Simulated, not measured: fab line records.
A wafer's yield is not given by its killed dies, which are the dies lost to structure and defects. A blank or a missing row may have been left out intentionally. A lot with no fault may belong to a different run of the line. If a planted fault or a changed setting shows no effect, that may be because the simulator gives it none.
A struck lot beside a sound one :: flow berkeley_cmos170 :: 43 steps out of a route of 331
Sound: the wafers L305.1, L305.2, L305.5. Wafers L311.2, L311.3, L311.4 were the ones struck. Last of all comes the cause.
Per side, at each step with rows, come the tool, then ch with its chambers, and then its first start. Under that, the readings that differ: sound wafers :: struck wafers :: difference of the means :: sigmas: that difference in standard deviations of wafers without a fault.
alike: same words and numbers on both sides, and readings whose means sit less than 2 such deviations apart. not compared: any withheld reading, any reading some wafer has no value for, any bound like >300 that may hide the same value, and any number with overlapping values for which the record gives no deviation.
Wherever a step has rows on one side only, a row that says differs or no value, or a row with sigmas, the two part there. Non-overlapping numbers with no deviation appear without sigmas and do not part them. Lack of a reading on every wafer of one side parts them only where that side has two or more wafers.

first, 3 steps without rows for these wafers: UCB170_PWELL_EXPOSE_10 (exposes mask PWELL, target cd 3000 nm); UCB170_PWELL_PEB_11; UCB170_PWELL_DEVELOP_12 (develop time 45 s).
UCB170_PWELL_OVL_MEAS_13:
  sound on overlay-01 at day 4 06:42; struck on overlay-02 at day 5 12:29
  alike: PWELL_OVL
UCB170_PWELL_ETCH_14: etches Si3N4 in CH3F/Ar/O2, stops on SiO2, target depth 242 nm, time 151 s.
  sound on rie_diel-04 ch 0,2, day 4 06:44; struck on rie_diel-01 ch 0,1,3, day 5 12:31
  alike: drypump_motor_current_A, oes_product_au, throttle_valve_pct
  not compared: rf_hours_counter_h
after that, 1 step had no rows for these wafers: UCB170_PWELL_IMPLANT_15.
UCB170_PWELL_STRIP_16: strips in O2.
  sound on plasma_asher-03 ch 0,1, day 4 06:59; struck on plasma_asher-02 ch 0,1, day 5 12:46
  alike: drypump_motor_current_A, oes_product_au, strip_time_to_endpoint_s
  not compared: rf_hours_counter_h
UCB170_PWELL_TW_MEAS_17:
  sound on film_metro-01 at day 4 07:05; struck on film_metro-01 at day 5 12:52
  alike: PWELL_TW
then, 4 steps without rows for these wafers: UCB170_PWELL_CLEAN_18 (cleans in SPM, time 600 s); UCB170_PWELL_WET_ETCH_19 (etches Si3N4 in H3PO4, time 14400 s); UCB170_PWELL_WET_ETCH_20 (etches SiO2 in BOE, time 22 s); UCB170_WELLDRIVE_CLEAN_00 (cleans in SPM, time 600 s).
UCB170_WELLDRIVE_OXIDATION_01: target thk 199 nm, ox time 9000 s.
  sound on furnace-03 ch 0, day 4 13:58; struck on furnace-04 ch 0, day 5 20:23
UCB170_WELLDRIVE_THK_MEAS_02:
  sound on film_metro-04 at day 4 17:28; struck on film_metro-04 at day 5 23:53
  alike: WELLDRIVE_OXIDE_THK
then, 5 steps without rows for these wafers: UCB170_WELLDRIVE_ANNEAL_03 (time 900 s); UCB170_WELLDRIVE_WET_ETCH_04 (etches SiO2 in BOE, time 120 s); UCB170_ACTIVE_CLEAN_00 (cleans in SPM, time 600 s); UCB170_ACTIVE_CLEAN_01 (cleans in dHF, time 60 s); UCB170_ACTIVE_OXIDATION_02 (target thk 26.4 nm, ox time 1260 s).
UCB170_ACTIVE_THK_MEAS_03:
  sound on film_metro-02 at day 5 02:03; struck on film_metro-02 at day 6 07:38
  alike: ACTIVE_OXIDE_THK
then, 2 steps without rows for these wafers: UCB170_ACTIVE_ANNEAL_04 (time 900 s); UCB170_ACTIVE_CVD_05 (deposits Si3N4 from SiH2Cl2/NH3, target thk 220 nm, time 3300 s).
UCB170_ACTIVE_THK_MEAS_06:
  sound on film_metro-01 at day 5 09:33; struck on film_metro-02 at day 6 11:45
  alike: ACTIVE_NITRIDE_THK
then, 6 steps without rows for these wafers: UCB170_ACTIVE_HMDS_07 (prime time 60 s); UCB170_ACTIVE_COAT_08 (resist thk 900 nm); UCB170_ACTIVE_SOFTBAKE_09 (time 60 s); UCB170_ACTIVE_EXPOSE_10 (exposes mask ACTIVE, target cd 1200 nm); UCB170_ACTIVE_PEB_11; UCB170_ACTIVE_DEVELOP_12 (develop time 45 s).
UCB170_ACTIVE_CD_MEAS_13: target cd 1200 nm.
  sound on cd_sem-02 at day 5 10:58; struck on cd_sem-01 at day 6 13:07
  alike: cd_nm
UCB170_ACTIVE_OVL_MEAS_14:
  sound on overlay-01 at day 5 11:05; struck on overlay-02 at day 6 13:13
  alike: ACTIVE_OVL
UCB170_ACTIVE_ETCH_15: etches Si3N4 in CH3F/Ar/O2, stops on SiO2, target depth 242 nm, time 151 s.
  sound on rie_diel-01 ch 0,2,3, day 5 11:08; struck on rie_diel-02 ch 0,2,3, day 6 13:15
  alike: drypump_motor_current_A, oes_product_au, throttle_valve_pct
  not compared: rf_hours_counter_h
UCB170_ACTIVE_STRIP_16: strips in O2.
  sound on plasma_asher-01 ch 0,1, day 5 11:14; struck on plasma_asher-01 ch 0,1, day 6 13:21
  alike: drypump_motor_current_A, oes_product_au, strip_time_to_endpoint_s
  not compared: rf_hours_counter_h
UCB170_ACTIVE_CD_MEAS_90: target cd 1200 nm.
  sound on cd_sem-02 at day 5 11:24; struck on cd_sem-01 at day 6 13:38
  alike: cd_nm
then, 7 steps without rows for these wafers: UCB170_ACTIVE_CLEAN_17 (cleans in SPM, time 600 s); UCB170_PFIELD_HMDS_00 (prime time 60 s); UCB170_PFIELD_COAT_01 (resist thk 900 nm); UCB170_PFIELD_SOFTBAKE_02 (time 60 s); UCB170_PFIELD_EXPOSE_03 (exposes mask PFIELD, target cd 1500 nm); UCB170_PFIELD_PEB_04; UCB170_PFIELD_DEVELOP_05 (develop time 45 s).
UCB170_PFIELD_OVL_MEAS_06:
  sound on overlay-02 at day 5 14:07; struck on overlay-02 at day 6 15:41
  alike: PFIELD_OVL
-- the record jumps here: 4 days lie between the struck wafers' starts before and after (it left off in module PFIELD and takes up again in module M3, whose first step shown is number 331 of the route) --
UCB170_M3_PROBE_99:
  record: rows for the struck wafers here (prober-02, day 10 10:56), none for the sound ones

## WHERE THEY PART
At UCB170_M3_PROBE_99 and nowhere else, as far as this record goes.

WHY: whatever the simulator had introduced
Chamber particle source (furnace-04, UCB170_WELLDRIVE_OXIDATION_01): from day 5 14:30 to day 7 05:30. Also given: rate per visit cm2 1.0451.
